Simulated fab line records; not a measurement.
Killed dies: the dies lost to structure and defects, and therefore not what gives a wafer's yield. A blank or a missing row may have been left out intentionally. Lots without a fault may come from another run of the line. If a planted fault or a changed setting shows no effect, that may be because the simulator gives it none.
A struck lot beside a sound one -- flow rit-cmos -- 44 out of 202 route steps
Sound: wafers L874.1, L874.2, L874.4. Wafers struck: L885.1, L885.2, L885.5. The cause comes at the end.
Order at every step that has rows: each side's tool, ch and its chambers, its first start. Under that, the readings that differ: sound wafers -- struck wafers -- difference of the means -- sigmas: that difference in standard deviations of wafers without a fault.
alike: same words and numbers on both sides, and readings whose means sit less than 2 such deviations apart. not compared: any withheld reading, any reading some wafer has no value for, any bound like >300 that may hide the same value, and any number with overlapping values for which the record gives no deviation.
Wherever a step has rows on one side only, a row that says differs or no value, or a row with sigmas, the two part there. Numbers that have no deviation but don't overlap get no sigmas and don't part them. Lack of a reading on every wafer of one side parts them only where that side has two or more wafers.

first, 3 steps without rows for these wafers: RIT_REOX_CLEAN_01 (cleans in dHF, time 30 s); RIT_REOX_CLEAN_02 (cleans in SC2, time 600 s); RIT_REOX_OXIDATION_03 (target thk 25.2 nm, ox time 5580 s).
RIT_REOX_THK_MEAS_04:
  sound on film-metro-01, day 3 12:43; struck on film-metro-04, day 5 05:42
  alike: REOX_OXIDE_THK
then, 6 steps without rows for these wafers: RIT_NLDD_HMDS_00 (prime time 60 s); RIT_NLDD_COAT_01 (resist thk 1000 nm); RIT_NLDD_SOFTBAKE_02 (time 60 s); RIT_NLDD_EXPOSE_03 (exposes mask M7, target cd 40700 nm); RIT_NLDD_PEB_04; RIT_NLDD_DEVELOP_05 (develop time 50 s).
RIT_NLDD_OVL_MEAS_06:
  sound on overlay-02, day 3 13:45; struck on overlay-01, day 5 06:44
  alike: NLDD_OVL
then, 1 step without rows for these wafers: RIT_NLDD_HARDBAKE_07 (time 60 s).
RIT_NLDD_IMPLANT_08:
  sound on implanter-04 ch 0, day 3 13:56; struck on implanter-04 ch 0, day 5 07:08
reading,sound,struck,difference,sigmas
tilt-deg (degrees),6.973 6.997 7.023,3.092 3.114 3.107,-3.893,-99 or more
  alike: dose-ions-cm2, faraday-current-uA
RIT_NLDD_STRIP_09: strips in O2, time 180 s.
  sound on plasma-asher-01 ch 0,1, day 3 14:05; struck on plasma-asher-03 ch 0,1, day 5 07:17
  alike: drypump-motor-current-A
  not compared: rf-hours-counter-h
RIT_NLDD_TW_MEAS_10:
  sound on film-metro-03, day 3 14:16; struck on film-metro-03, day 5 07:28
reading,sound,struck,difference,sigmas
NLDD_TW,2505 2482 2489,2462 2466 2474,-25,-2
then, 6 steps without rows for these wafers: RIT_PLDD_HMDS_00 (prime time 60 s); RIT_PLDD_COAT_01 (resist thk 1000 nm); RIT_PLDD_SOFTBAKE_02 (time 60 s); RIT_PLDD_EXPOSE_03 (exposes mask M8, target cd 40900 nm); RIT_PLDD_PEB_04; RIT_PLDD_DEVELOP_05 (develop time 50 s).
RIT_PLDD_OVL_MEAS_06:
  sound on overlay-02, day 3 15:11; struck on overlay-02, day 5 08:37
  alike: PLDD_OVL
then, 2 steps without rows for these wafers: RIT_PLDD_HARDBAKE_07 (time 60 s); RIT_PLDD_IMPLANT_08.
RIT_PLDD_STRIP_09: strips in O2, time 180 s.
  sound on plasma-asher-01 ch 0,1, day 3 15:31; struck on plasma-asher-02 ch 0,1, day 5 08:58
  alike: drypump-motor-current-A
  not compared: rf-hours-counter-h
RIT_PLDD_TW_MEAS_10:
  sound on film-metro-02, day 3 15:41; struck on film-metro-02, day 5 09:08
  alike: PLDD_TW
then, 4 steps without rows for these wafers: RIT_SPACER_CLEAN_00 (cleans in SC1, time 600 s); RIT_SPACER_CLEAN_01 (cleans in dHF, time 30 s); RIT_SPACER_CLEAN_02 (cleans in SC2, time 600 s); RIT_SPACER_CVD_03 (deposits Si3N4 from SiH2Cl2/NH3, target thk 250 nm, time 3300 s).
RIT_SPACER_THK_MEAS_04:
  sound on film-metro-01, day 3 18:02; struck on film-metro-04, day 5 11:29
  alike: SPACER_NITRIDE_THK
RIT_SPACER_ETCHBACK_05: etches Si3N4 in SF6/CHF3, stops on SiO2, target depth 250 nm, time 240 s.
  sound on rie-diel-01 ch 0,1,2, day 3 18:05; struck on rie-diel-02 ch 0,1,3, day 5 11:32
  alike: drypump-motor-current-A, oes-product-au, throttle-valve-pct
  not compared: rf-hours-counter-h
then, 6 steps without rows for these wafers: RIT_NSD_HMDS_00 (prime time 60 s); RIT_NSD_COAT_01 (resist thk 1000 nm); RIT_NSD_SOFTBAKE_02 (time 60 s); RIT_NSD_EXPOSE_03 (exposes mask M9, target cd 40700 nm); RIT_NSD_PEB_04; RIT_NSD_DEVELOP_05 (develop time 50 s).
RIT_NSD_OVL_MEAS_06:
  sound on overlay-02, day 3 19:13; struck on overlay-02, day 5 12:41
  alike: NSD_OVL
then, 2 steps without rows for these wafers: RIT_NSD_HARDBAKE_07 (time 60 s); RIT_NSD_IMPLANT_08.
RIT_NSD_STRIP_09: strips in O2, time 180 s.
  sound on plasma-asher-04 ch 0,1, day 3 19:52; struck on plasma-asher-04 ch 0,1, day 5 13:01
  alike: drypump-motor-current-A
  not compared: rf-hours-counter-h
RIT_SDANNEAL_RS_MEAS_07: measurement is done with a four-point probe.
  sound on film-metro-03, day 3 22:23; struck on film-metro-04, day 5 15:36
reading,sound,struck,difference,sigmas
NLDD_RS (ohm/sq),151.2 152.5 152.2,- - -,no value on the struck wafers,
RIT_M1_PROBE_99:
  sound on prober-01, day 4 05:34; struck on prober-02, day 5 22:49
reading,sound,struck,difference,sigmas
model.etest.nmos-turned.drive-ua-um,320.2 310.8 324.9,457.4 450.4 456.1,+136.0,
model.etest.nmos_0p15.r-on-ohm-um,1141 1163 1142,1106 1122 1117,-34,
model.etest.nmos_0p15.drive-ua-um,457.8 449.6 454.6,486.1 486.2 492.2,+34.2,
model.etest.retro-edge-nmos.off-log10-a-um,-10.16 -10.49 -10.08,-9.66 -9.212 -9.314,+0.85,
model.etest.nmos_0p15.off-log10-a-um,-10.19 -10.57 -10.24,-9.696 -9.297 -9.385,+0.874,
model.etest.ring.quiet-log10-a (angstrom),-7.803 -8.061 -7.763,-7.571 -7.196 -7.297,+0.521,
model.etest.nmos-turned.isub-log10-a-um,-7.222 -7.221 -7.26,-7.018 -7.052 -7.045,+0.196,
  alike: killed-at-front-end, killed-dies, killed-open, killed-short
  not compared: model.etest.nmos_0p15.swing-mv-dec

== WHERE THEY PART ==
At RIT_NLDD_IMPLANT_08 first; at RIT_SDANNEAL_RS_MEAS_07 last (within this record only). Later steps at which nothing parts them and some readings are alike: RIT_M1_PROBE_99.

WHY: whatever the simulator had introduced
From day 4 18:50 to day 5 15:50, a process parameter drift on implanter-04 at RIT_NLDD_IMPLANT_08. Setting tilt-deg shifted by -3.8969 from 7. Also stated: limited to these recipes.
